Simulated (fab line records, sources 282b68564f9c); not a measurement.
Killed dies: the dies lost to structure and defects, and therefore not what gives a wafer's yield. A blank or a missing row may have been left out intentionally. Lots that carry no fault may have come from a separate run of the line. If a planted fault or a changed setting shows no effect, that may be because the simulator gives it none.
Struck lot and sound lot, side by side -- flow ritCmos -- 43 out of 202 route steps
Sound: wafers L834.2, L834.4, L834.6. The struck wafers were L841.2, L841.5, L841.6. Last of all comes the cause.
At each step with rows: each side's tool, then ch and its chambers, then its first start. Under that, the readings that differ: sound wafers -- struck wafers -- difference of the means -- sigmas: that difference in standard deviations of wafers without a fault.
alike: a reading whose means differ by less than 2 such deviations, as well as words and numbers matching on both sides. not compared: withheld readings; readings where some wafer has no value; bounds like >300 that might hide an equal value; numbers whose values overlap and for which the record gives no deviation.
The two part at a step that has a row with sigmas, a row that says differs or no value, or rows on one side only. Numbers that don't overlap but have no deviation are shown without sigmas and don't part them. A reading missing from all wafers of one side parts the sides only when that side holds two or more wafers.

RIT_GATE_CD_MEAS_16: target cd 150 nm.
  sound on cdSem-01, day 4 02:23; struck on cdSem-01, day 5 16:31
  alike: cdNm
RIT_GATE_OVL_MEAS_17:
  sound on overlay-02, day 4 02:29; struck on overlay-01, day 5 16:38
  alike: GATE_OVL
then, 1 step without rows for these wafers: RIT_GATE_HARDBAKE_18 (time 60 s).
RIT_GATE_ETCH_19: etches poly-Si in SF6/CHF3/O2, stops on SiO2, time 165 s, target depth 312.5 nm.
  sound on rieSi-01 ch 0,2,3, day 4 02:40; struck on rieSi-02 ch 0,1,2, day 5 16:49
  alike: chamberPressureMTorr, drypumpMotorCurrentA, oesProductAu, throttleValvePct
  not compared: rfHoursCounterH
RIT_GATE_STRIP_20: strips in O2, time 180 s.
  sound on plasmaAsher-02 ch 0,1, day 4 02:47; struck on plasmaAsher-01 ch 0,1, day 5 16:55
  alike: chamberPressureMTorr, drypumpMotorCurrentA
  not compared: rfHoursCounterH
RIT_GATE_CD_MEAS_90: target cd 150 nm.
  sound on cdSem-02, day 4 02:58; struck on cdSem-01, day 5 17:07
  alike: cdNm
then, 4 steps without rows for these wafers: RIT_REOX_CLEAN_00 (cleans in SC1, time 600 s); RIT_REOX_CLEAN_01 (cleans in dHF, time 30 s); RIT_REOX_CLEAN_02 (cleans in SC2, time 600 s); RIT_REOX_OXIDATION_03 (target thk 25.2 nm, ox time 5580 s).
RIT_REOX_THK_MEAS_04:
  sound on filmMetro-03, day 4 06:02; struck on filmMetro-04, day 5 22:38
reading,sound,struck,difference,sigmas
REOX_OXIDE_THK (nm),24.6 25.0 24.4,25.6 25.7 25.6,+1.0,+2
then, 1 step without rows for these wafers: RIT_NLDD_HMDS_00 (prime time 60 s).
RIT_NLDD_COAT_01: resist thk 1000 nm.
  sound on lithoTrack-03 ch 0, day 4 06:16; struck on lithoTrack-04, day 5 22:51
  no value came back on the struck wafers for chillPlateTempC (C), dispensePressureKPa (kPa); on the sound wafers chillPlateTempC (C) reads 22.98 23.01 23.05
then, 4 steps without rows for these wafers: RIT_NLDD_SOFTBAKE_02 (time 60 s); RIT_NLDD_EXPOSE_03 (exposes mask M7, target cd 40700 nm); RIT_NLDD_PEB_04; RIT_NLDD_DEVELOP_05 (develop time 50 s).
RIT_NLDD_OVL_MEAS_06:
  sound on overlay-01, day 4 07:10; struck on overlay-02, day 5 23:43
reading,sound,struck,difference,sigmas
NLDD_OVL (nm),0.2 1.4 0.9,- - -,no value on the struck wafers,
then, 2 steps without rows for these wafers: RIT_NLDD_HARDBAKE_07 (time 60 s); RIT_NLDD_IMPLANT_08.
RIT_NLDD_STRIP_09: strips in O2, time 180 s.
  sound on plasmaAsher-02 ch 0,1, day 4 07:29; struck on plasmaAsher-02 ch 0,1, day 6 00:02
  alike: chamberPressureMTorr, drypumpMotorCurrentA
  not compared: rfHoursCounterH
RIT_NLDD_TW_MEAS_10:
  sound on filmMetro-02, day 4 07:41; struck on filmMetro-02, day 6 00:14
  alike: NLDD_TW
then, 6 steps without rows for these wafers: RIT_PLDD_HMDS_00 (prime time 60 s); RIT_PLDD_COAT_01 (resist thk 1000 nm); RIT_PLDD_SOFTBAKE_02 (time 60 s); RIT_PLDD_EXPOSE_03 (exposes mask M8, target cd 40900 nm); RIT_PLDD_PEB_04; RIT_PLDD_DEVELOP_05 (develop time 50 s).
RIT_PLDD_OVL_MEAS_06:
  sound on overlay-01, day 4 08:35; struck on overlay-01, day 6 01:16
  alike: PLDD_OVL
then, 2 steps without rows for these wafers: RIT_PLDD_HARDBAKE_07 (time 60 s); RIT_PLDD_IMPLANT_08.
RIT_PLDD_STRIP_09: strips in O2, time 180 s.
  sound on plasmaAsher-02 ch 0,1, day 4 08:55; struck on plasmaAsher-02 ch 0,1, day 6 01:35
  alike: chamberPressureMTorr, drypumpMotorCurrentA
  not compared: rfHoursCounterH
RIT_PLDD_TW_MEAS_10:
  sound on filmMetro-03, day 4 09:06; struck on filmMetro-03, day 6 01:46
reading,sound,struck,difference,sigmas
PLDD_TW,2317 2338 2325,2857 2861 2858,+532,+25
then, 4 steps without rows for these wafers: RIT_SPACER_CLEAN_00 (cleans in SC1, time 600 s); RIT_SPACER_CLEAN_01 (cleans in dHF, time 30 s); RIT_SPACER_CLEAN_02 (cleans in SC2, time 600 s); RIT_SPACER_CVD_03 (deposits Si3N4 from SiH2Cl2/NH3, target thk 250 nm, time 3300 s).
RIT_SPACER_THK_MEAS_04:
  sound on filmMetro-02, day 4 11:26; struck on filmMetro-02, day 6 04:07
  alike: SPACER_NITRIDE_THK
RIT_SPACER_ETCHBACK_05: etches Si3N4 in SF6/CHF3, stops on SiO2, target depth 250 nm, time 240 s.
  sound on rieDiel-02 ch 0,1,2, day 4 11:29; struck on rieDiel-04 ch 0,1,2, day 6 04:10
  alike: chamberPressureMTorr, drypumpMotorCurrentA, oesProductAu, throttleValvePct
  not compared: rfHoursCounterH
then, 3 steps without rows for these wafers: RIT_NSD_HMDS_00 (prime time 60 s); RIT_NSD_COAT_01 (resist thk 1000 nm); RIT_NSD_SOFTBAKE_02 (time 60 s).
RIT_NSD_TW_MEAS_10:
  sound on filmMetro-02, day 4 13:01; struck on filmMetro-03, day 6 05:43
reading,sound,struck,difference,sigmas
NSD_TW,3153 3149 3133,3315 3308 3318,+169,+6

## WHERE THEY PART
First at RIT_REOX_THK_MEAS_04; last, within this record, at RIT_NSD_TW_MEAS_10.

WHY: what had been put in by the simulator
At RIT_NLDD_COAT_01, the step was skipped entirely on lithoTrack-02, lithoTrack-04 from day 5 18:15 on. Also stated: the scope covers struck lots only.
